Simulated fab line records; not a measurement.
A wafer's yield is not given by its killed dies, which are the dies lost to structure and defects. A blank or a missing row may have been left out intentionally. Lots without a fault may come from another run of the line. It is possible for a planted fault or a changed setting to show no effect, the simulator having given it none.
Which tool is to blame? / flow ritCmos / 14 lots with 42 wafers sampled at 2 steps, on a route of 202 steps

== WHAT EACH GAUGE READ, for each wafer ==
RIT_CONTACT_THK_MEAS_01.
lot=L323; measured=day 3 10:55; on=filmMetro-03; CONTACT_TEOS_THK (nm)=399 400 407
lot=L324; measured=day 3 16:03; on=filmMetro-04; CONTACT_TEOS_THK (nm)=397 402 396
lot=L325; measured=day 3 18:40; on=filmMetro-03; CONTACT_TEOS_THK (nm)=403 403 405
lot=L327; measured=day 4 09:59; on=filmMetro-03; CONTACT_TEOS_THK (nm)=399 398 400
lot=L328; measured=day 4 10:38; on=filmMetro-03; CONTACT_TEOS_THK (nm)=393 406 404
lot=L329; measured=day 4 13:32; on=filmMetro-01; CONTACT_TEOS_THK (nm)=386 400 403
lot=L330; measured=day 5 00:27; on=filmMetro-03; CONTACT_TEOS_THK (nm)=401 399 403
lot=L331; measured=day 5 02:29; on=filmMetro-01; CONTACT_TEOS_THK (nm)=399 404 407
lot=L334; measured=day 5 21:03; on=filmMetro-04; CONTACT_TEOS_THK (nm)=399 400 402
lot=L338; measured=day 7 02:25; on=filmMetro-04; CONTACT_TEOS_THK (nm)=409 397 401
lot=L340; measured=day 7 09:09; on=filmMetro-04; CONTACT_TEOS_THK (nm)=404 398 346
lot=L343; measured=day 7 23:41; on=filmMetro-01; CONTACT_TEOS_THK (nm)=350 402 406
lot=L345; measured=day 8 04:38; on=filmMetro-03; CONTACT_TEOS_THK (nm)=396 407 401
lot=L344; measured=day 8 06:10; on=filmMetro-03; CONTACT_TEOS_THK (nm)=396 395 398

== WHICH TOOL RAN EACH LOT (tool, then ch and the chambers of the sampled wafers, then the start) ==
lot=L323; RIT_CONTACT_CVD_00=pecvd-02 ch 1,2, day 3 10:52
lot=L324; RIT_CONTACT_CVD_00=pecvd-04 ch 0,2, day 3 15:59
lot=L325; RIT_CONTACT_CVD_00=pecvd-02 ch 0,2, day 3 18:36
lot=L327; RIT_CONTACT_CVD_00=pecvd-04 ch 0,1, day 4 09:56
lot=L328; RIT_CONTACT_CVD_00=pecvd-02 ch 0,2, day 4 10:34
lot=L329; RIT_CONTACT_CVD_00=pecvd-03 ch 0,1, day 4 13:29
lot=L330; RIT_CONTACT_CVD_00=pecvd-04 ch 0,1,2, day 5 00:23
lot=L331; RIT_CONTACT_CVD_00=pecvd-02 ch 0,1,2, day 5 02:26
lot=L334; RIT_CONTACT_CVD_00=pecvd-02 ch 0,1,2, day 5 20:59
lot=L338; RIT_CONTACT_CVD_00=pecvd-03 ch 0,1,2, day 7 02:21
lot=L340; RIT_CONTACT_CVD_00=pecvd-02 ch 0,1,2, day 7 09:06
lot=L343; RIT_CONTACT_CVD_00=pecvd-02 ch 0,1,2, day 7 23:38
lot=L345; RIT_CONTACT_CVD_00=pecvd-03 ch 0,1, day 8 04:35
lot=L344; RIT_CONTACT_CVD_00=pecvd-04 ch 0,2, day 8 06:07
- RIT_CONTACT_CVD_00: deposits SiO2 from TEOS, target thk 400 nm, time 61 s.

== AS READ BY THE TOOLS THEMSELVES (means over the sampled wafers that have a number; for cases with no such wafer, the mark the record gives instead) ==
RIT_CONTACT_CVD_00.
lot=L323; tool=pecvd-02; heaterPowerW (W)=364; rfFwdPowerW (W)=397.3; susceptorTempC (C)=389.81
lot=L324; tool=pecvd-04; heaterPowerW (W)=246; rfFwdPowerW (W)=395.2; susceptorTempC (C)=389.96
lot=L325; tool=pecvd-02; heaterPowerW (W)=325; rfFwdPowerW (W)=399.2; susceptorTempC (C)=390.06
lot=L327; tool=pecvd-04; heaterPowerW (W)=272; rfFwdPowerW (W)=395.4; susceptorTempC (C)=390.16
lot=L328; tool=pecvd-02; heaterPowerW (W)=341; rfFwdPowerW (W)=398.1; susceptorTempC (C)=390.01
lot=L329; tool=pecvd-03; heaterPowerW (W)=401; rfFwdPowerW (W)=397.6; susceptorTempC (C)=389.99
lot=L330; tool=pecvd-04; heaterPowerW (W)=270; rfFwdPowerW (W)=396.5; susceptorTempC (C)=389.94
lot=L331; tool=pecvd-02; heaterPowerW (W)=367; rfFwdPowerW (W)=397.4; susceptorTempC (C)=390.10
lot=L334; tool=pecvd-02; heaterPowerW (W)=340; rfFwdPowerW (W)=397.5; susceptorTempC (C)=390.00
lot=L338; tool=pecvd-03; heaterPowerW (W)=342; rfFwdPowerW (W)=396.4; susceptorTempC (C)=389.96
lot=L340; tool=pecvd-02; heaterPowerW (W)=388; rfFwdPowerW (W)=345.3; susceptorTempC (C)=389.97
lot=L343; tool=pecvd-02; heaterPowerW (W)=381; rfFwdPowerW (W)=344.8; susceptorTempC (C)=390.01
lot=L345; tool=pecvd-03; heaterPowerW (W)=372; rfFwdPowerW (W)=397.2; susceptorTempC (C)=390.20
lot=L344; tool=pecvd-04; heaterPowerW (W)=264; rfFwdPowerW (W)=396.6; susceptorTempC (C)=390.06

== THE ANSWER, worked out from the rows above alone ==
Rule: usual is defined by the lots themselves. Put in order of their means at a reading, lots are off if they are a third of the lots or fewer, leave a main group of 4 or more, and stand apart from it by a gap of 3 or more times the standard deviation of the main group's means; of several such gaps the widest counts. A main group is skipped when, at the precision printed for the reading in the tables above, its means are all equal. A lot without any number at a reading at which 4 lots or more have one is off too. Where the step has rows for the other lots, those lots are counted as sound. After the gauges, taken in route order, come the tools' own readings; for these a lot's mean is taken, as printed above. At the first step where some lot is off, the reading lying furthest off is the one used; lots without a number count as furthest.
Off: at RIT_CONTACT_THK_MEAS_01 (CONTACT_TEOS_THK), L340, L343. The main group: mean 400 nm, standard deviation 2.4.
If a tool, at a process step before that reading, ran all the lots that are off and no sound lot after the first of them, it fits. Not tried: the gauges at RIT_CONTACT_THK_MEAS_01; whatever is off there is also off at RIT_CONTACT_CVD_00, on other tools, and gauge error can't account for it. One candidate fits, namely pecvd-02 at RIT_CONTACT_CVD_00. Its last sound lot is L334 (day 5 20:59), its first lot that is off L340 (day 7 09:06): a fault that began between those two fits.
On the lots that are off, the tool's own readings at RIT_CONTACT_CVD_00 differ by more than 5 times the standard deviation of the sound lots' means, which bears it out; rfFwdPowerW reads 345.1 W there versus 397.0 W on the sound lots.

== WHAT THE SIMULATOR HAD PUT IN ==
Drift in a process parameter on pecvd-02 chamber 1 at RIT_CONTACT_CVD_00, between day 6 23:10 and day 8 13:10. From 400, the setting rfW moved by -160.
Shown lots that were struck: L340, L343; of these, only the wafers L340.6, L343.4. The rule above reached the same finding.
